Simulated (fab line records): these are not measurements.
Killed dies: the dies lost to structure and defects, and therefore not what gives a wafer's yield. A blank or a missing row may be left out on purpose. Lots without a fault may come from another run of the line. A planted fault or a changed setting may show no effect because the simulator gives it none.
Which tool is to blame? | flow rit-cmos | 14 lots with 42 wafers sampled at 3 steps, on a route of 202 steps

WHAT EACH GAUGE READ, for each wafer
RIT_NWELL_TW_MEAS_10. Usual: for NWELL_TW the level is 2130 and the standard deviation is 10.
lot  | measured    | on            | NWELL_TW       | flag
L260 | day 1 20:53 | film-metro-03 | 2111 2130 2134 |
L262 | day 2 08:11 | film-metro-04 | 2129 2138 2127 |
L263 | day 2 12:03 | film-metro-04 | 2130 2117 2125 |
L264 | day 2 18:18 | film-metro-04 | 2140 2141 2119 |
L266 | day 3 03:26 | film-metro-01 | 2114 2122 2118 |
L268 | day 3 15:32 | film-metro-04 | 2145 2132 2133 |
L272 | day 4 09:17 | film-metro-03 | 2660 2658 2653 | OFF
L274 | day 4 20:32 | film-metro-01 | 2134 2134 2135 |
L276 | day 5 05:19 | film-metro-01 | 2639 2635 2632 | OFF
L279 | day 5 20:52 | film-metro-01 | 2127 2115 2121 |
L280 | day 6 01:40 | film-metro-01 | 2132 2125 2124 |
L281 | day 6 05:53 | film-metro-04 | 2131 2126 2125 |
L282 | day 6 10:56 | film-metro-01 | 2132 2124 2125 |
L283 | day 6 15:49 | film-metro-01 | 2129 2134 2123 |

RIT_WELLDRIVE_RS_MEAS_01: a four-point-probe measurement. Usual: for NWELL_RS the level is 275.8 ohm/sq and the standard deviation is 0.85.
lot  | measured    | on            | NWELL_RS (ohm/sq) | flag
L260 | day 2 03:37 | film-metro-01 | 276.6 276.0 276.0 |
L262 | day 2 15:00 | film-metro-01 | 275.5 274.1 274.8 |
L263 | day 2 20:05 | film-metro-04 | 275.6 275.0 276.0 |
L264 | day 3 01:11 | film-metro-03 | 274.7 275.9 275.7 |
L266 | day 3 10:17 | film-metro-01 | 276.8 276.3 277.5 |
L268 | day 3 22:57 | film-metro-01 | 275.9 275.8 275.4 |
L272 | day 4 16:04 | film-metro-01 | 182.9 183.4 183.4 | OFF
L274 | day 5 03:41 | film-metro-01 | 273.8 274.7 275.5 |
L276 | day 5 12:19 | film-metro-04 | 182.9 181.9 183.2 | OFF
L279 | day 6 03:41 | film-metro-01 | 276.5 277.2 276.6 |
L280 | day 6 08:36 | film-metro-01 | 276.2 276.4 276.1 |
L281 | day 6 12:40 | film-metro-01 | 275.8 277.1 276.0 |
L282 | day 6 17:46 | film-metro-04 | 275.2 275.8 274.9 |
L283 | day 6 22:32 | film-metro-01 | 276.8 276.3 276.6 |

TOOL THAT RAN EACH LOT (tool first, then ch and the chambers of the sampled wafers, then the start)
lot  | RIT_NWELL_IMPLANT_08
L260 | implanter-04 ch 0, day 1 20:35
L262 | implanter-03 ch 0, day 2 07:52
L263 | implanter-04 ch 0, day 2 11:43
L264 | implanter-03 ch 0, day 2 17:59
L266 | implanter-04 ch 0, day 3 03:07
L268 | implanter-04 ch 0, day 3 15:13
L272 | implanter-03 ch 0, day 4 08:39
L274 | implanter-04 ch 0, day 4 20:13
L276 | implanter-02 ch 0, day 5 04:40
L279 | implanter-04 ch 0, day 5 20:33
L280 | implanter-02 ch 0, day 6 01:22
L281 | implanter-03 ch 0, day 6 05:34
L282 | implanter-03 ch 0, day 6 10:37
L283 | implanter-04 ch 0, day 6 15:31
- RIT_NWELL_IMPLANT_08

WHAT THE TOOLS THEMSELVES READ (means of the sampled wafers that have a number; where no wafer has one, the mark that the record gives instead)
RIT_NWELL_IMPLANT_08. Usual: dose-ions-cm2 5e+13, standard deviation 5.3e+10.
lot  | tool         | dose-ions-cm2 | flag
L260 | implanter-04 | 5e+13         |
L262 | implanter-03 | 5e+13         |
L263 | implanter-04 | 5e+13         |
L264 | implanter-03 | 5e+13         |
L266 | implanter-04 | 5e+13         |
L268 | implanter-04 | 5e+13         |
L272 | implanter-03 | 5e+13         |
L274 | implanter-04 | 5e+13         |
L276 | implanter-02 | 5e+13         |
L279 | implanter-04 | 5e+13         |
L280 | implanter-02 | 5e+13         |
L281 | implanter-03 | 5e+13         |
L282 | implanter-03 | 5e+13         |
L283 | implanter-04 | 5e+13         |

THE ANSWER, worked out from the rows above alone
Rule: take the mean of a lot's wafers that have a number; if it is more than 3 standard deviations from the usual mean, the lot is off. Also off: a lot with no number at a reading for which 4 or more lots have one. The other lots that the step has rows for count as sound. First the gauges in route order, then the tools' own readings, where a lot's mean is used as printed above. At the first step where some lot is off, the reading lying furthest off is the one used; lots without a number count as furthest.
Off: L272, L276, at RIT_NWELL_TW_MEAS_10 (NWELL_TW).
If a tool, at a process step before that reading, ran all the lots that are off and no sound lot after the first of them, it fits. Gauges at RIT_NWELL_TW_MEAS_10: tried the same way as those tools. None of those tried fits.

WHAT WAS PUT IN BY THE SIMULATOR
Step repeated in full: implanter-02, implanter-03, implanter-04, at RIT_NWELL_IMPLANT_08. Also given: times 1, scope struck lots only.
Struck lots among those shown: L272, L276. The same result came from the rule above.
